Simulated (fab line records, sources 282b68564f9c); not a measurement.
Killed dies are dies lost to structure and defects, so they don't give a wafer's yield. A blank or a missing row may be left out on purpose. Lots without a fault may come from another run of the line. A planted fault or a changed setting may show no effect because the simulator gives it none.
Split-lot experiment | flow rit_cmos | 5 lots, 23 wafers read, on a route of 202 steps

THE SPLIT
At RIT_PWELL_IMPLANT_08, the setting dose_cm2 was moved away from the recipe's 7e+13 on 6 of the 23 wafers read, by -2.1% to +4.1%. The other wafers ran this setting at the recipe's value.

FROM THE SPLIT TO THE READING: what the file shows between them, 2 steps
- RIT_PWELL_STRIP_09: strips in O2, time 180 s
- RIT_WELLDRIVE_ANNEAL_00: time 14700 s

THE READING
PWELL_RS, in ohm/sq, at RIT_WELLDRIVE_RS_MEAS_02 (measures by four-point-probe). Fault-free wafers of this fab line usually give 430.4 ohm/sq, standard deviation 1.4 ohm/sq.

wafer  | tool, chamber at the split | dose_cm2 as run | against the recipe | PWELL_RS, ohm/sq | against lot-mates on the recipe
L074.1 | implanter-02, 0            | 7e+13           | recipe             | 431.8            | -
L074.2 | implanter-02, 0            | 7e+13           | recipe             | 432.8            | -
L074.3 | implanter-02, 0            | 7e+13           | recipe             | 431.5            | -
L074.4 | implanter-02, 0            | 7e+13           | recipe             | 430.5            | -
L074.5 | implanter-02, 0            | 7e+13           | recipe             | 431.4            | -
L080.1 | implanter-04, 0            | 7e+13           | recipe             | 433.5            | -
L080.2 | implanter-04, 0            | 7.287e+13       | +4.1%              | 420.5            | -12.0
L080.4 | implanter-04, 0            | 7.287e+13       | +4.1%              | 421.3            | -11.2
L080.5 | implanter-04, 0            | 7e+13           | recipe             | 431.5            | -
L080.6 | implanter-04, 0            | 7.287e+13       | +4.1%              | 421.3            | -11.2
L081.1 | implanter-03, 0            | 6.851e+13       | -2.1%              | 435.7            | +5.4
L081.2 | implanter-03, 0            | 6.851e+13       | -2.1%              | 435.3            | +5.1
L081.3 | implanter-03, 0            | 7e+13           | recipe             | 430.3            | -
L081.4 | implanter-03, 0            | 7e+13           | recipe             | 430.2            | -
L081.5 | implanter-03, 0            | 6.851e+13       | -2.1%              | 435.9            | +5.6
L082.1 | implanter-02, 0            | 7e+13           | recipe             | 428.7            | -
L082.3 | implanter-02, 0            | 7e+13           | recipe             | 428.9            | -
L082.6 | implanter-02, 0            | 7e+13           | recipe             | 429.1            | -
L085.1 | implanter-04, 0            | 7e+13           | recipe             | 428.9            | -
L085.3 | implanter-04, 0            | 7e+13           | recipe             | 428.2            | -
L085.4 | implanter-04, 0            | 7e+13           | recipe             | 429.0            | -
L085.5 | implanter-04, 0            | 7e+13           | recipe             | 428.9            | -
L085.6 | implanter-04, 0            | 7e+13           | recipe             | 428.8            | -

THE FIT
A straight line over all 23 wafers: PWELL_RS changes by -2.32 ohm/sq for each +1% of dose_cm2; r = -0.94; the points scatter about the line by 1.4 ohm/sq.
The same after taking each lot's own level away (the mean of its wafers on the recipe; 23 wafers): -2.73 ohm/sq for each +1%; r = -0.99; scatter 0.55 ohm/sq.
On that fit, the largest move of dose_cm2 shifts the reading by 11 ohm/sq.
The lots' own levels span 428.76 to 432.50 ohm/sq, that is 2.7 times the standard deviation above.
So the lot-to-lot level changes the slope: the two fits differ.
Check: with one of the wafers moved furthest among these (+4.1%) left out of the fit, the line predicts -11 ohm/sq for it against its lot-mates. It came out at -12 ohm/sq against them.

OTHER SPLITS ON THESE WAFERS
These wafers also went through other splits before the reading. Each is held against what the fit with the lots' levels taken away leaves over:
other split on the same wafers  | wafers away from the commonest value | r with PWELL_RS (lot level and that fit taken away)
RIT_ACTIVE_COAT_06 spin_rpm     | 9                                    | +0.14
RIT_NWELL_COAT_01 spin_rpm      | 10                                   | -0.39
RIT_NWELL_IMPLANT_08 energy_kev | 7                                    | +0.42
RIT_PWELL_COAT_01 spin_rpm      | 7                                    | -0.32

THE FILE'S OWN FIT
PWELL_RS changes by -2.74 ohm/sq for each +1% of dose_cm2, r = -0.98.
